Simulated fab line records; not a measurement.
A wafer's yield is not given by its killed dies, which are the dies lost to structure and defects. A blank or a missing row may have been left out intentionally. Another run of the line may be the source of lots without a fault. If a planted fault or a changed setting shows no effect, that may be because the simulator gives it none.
2 desks looking at one fault + flow berkeley cmos170 + each desk holds nothing but its own numbers, with what lay behind them at the end

== THE METROLOGY DESK ==
Lot by lot, what the gauges showed, no matter which tool ran the lot: averages of those sampled wafers that carry a number. The brackets show how far a lot's mean lies from the usual mean; more than 4 standard deviations puts the lot out of limits, marked OUT.
Columns: A = cd nm at UCB170_CONTACT_CD_MEAS_90, usual 699.8 nm; B = cd nm at UCB170_V1_CD_MEAS_90, usual 699.5 nm
| lot  | first seen here | A     | B     |
|------|-----------------|-------|-------|
| L116 | day 7 17:14     | 701.0 | 698.1 |
| L121 | day 8 15:26     | 698.0 | 700.0 |
| L118 | day 8 15:33     | 699.4 | 698.8 |
| L120 | day 8 15:48     | 698.8 | 701.3 |
| L123 | day 9 13:31     | 701.3 | 700.2 |
| L124 | day 9 13:59     | 699.9 | 700.0 |
| L125 | day 9 15:28     | 698.6 | 697.9 |
| L122 | day 9 15:58     | 698.6 | 699.7 |
| L127 | day 9 23:33     | 697.5 | 699.5 |
| L126 | day 10 00:15    | 700.8 | 701.0 |
| L129 | day 10 00:29    | 698.6 | 700.7 |
| L135 | day 12 03:16    | 698.6 | 698.5 |
| L139 | day 12 13:42    | 701.6 | 699.7 |
| L138 | day 12 13:47    | 698.9 | 701.2 |
| L137 | day 12 14:18    | 701.7 | 697.6 |
This desk's verdict: no lot among the 15 shows anything out of limits.

== THE TOOL OWNER'S DESK: litho track-03 ==
UCB170_M2_PEB_13, tool's own readings: per-lot mean of the sampled wafers with a number, covering each lot this tool ran. The brackets show how far a lot's mean lies from the usual mean; more than 4 standard deviations puts the lot out of limits, marked OUT.
Columns: A = chill plate temp C at UCB170_M2_PEB_13, usual 23.00 C; B = exhaust pa at UCB170_M2_PEB_13, usual 45.2 Pa; C = plate temp C at UCB170_M2_PEB_13, usual 128.90 C
| lot  | first seen here | A     | B    | C      |
|------|-----------------|-------|------|--------|
| L121 | day 9 04:00     | 23.09 | 45.6 | 129.03 |
| L122 | day 10 01:45    | 23.04 | 44.3 | 129.04 |
| L126 | day 10 09:22    | 22.89 | 46.1 | 128.84 |
| L139 | day 12 22:16    | 23.03 | 44.5 | 128.99 |
This desk's verdict: no lot among the 4 shows anything out of limits.

== ALL TOGETHER ==
From the metrology desk's view, nothing was out of limits.
The desk of the tool owner found nothing out of limits.

== WHAT THE SIMULATOR HAD INSERTED ==
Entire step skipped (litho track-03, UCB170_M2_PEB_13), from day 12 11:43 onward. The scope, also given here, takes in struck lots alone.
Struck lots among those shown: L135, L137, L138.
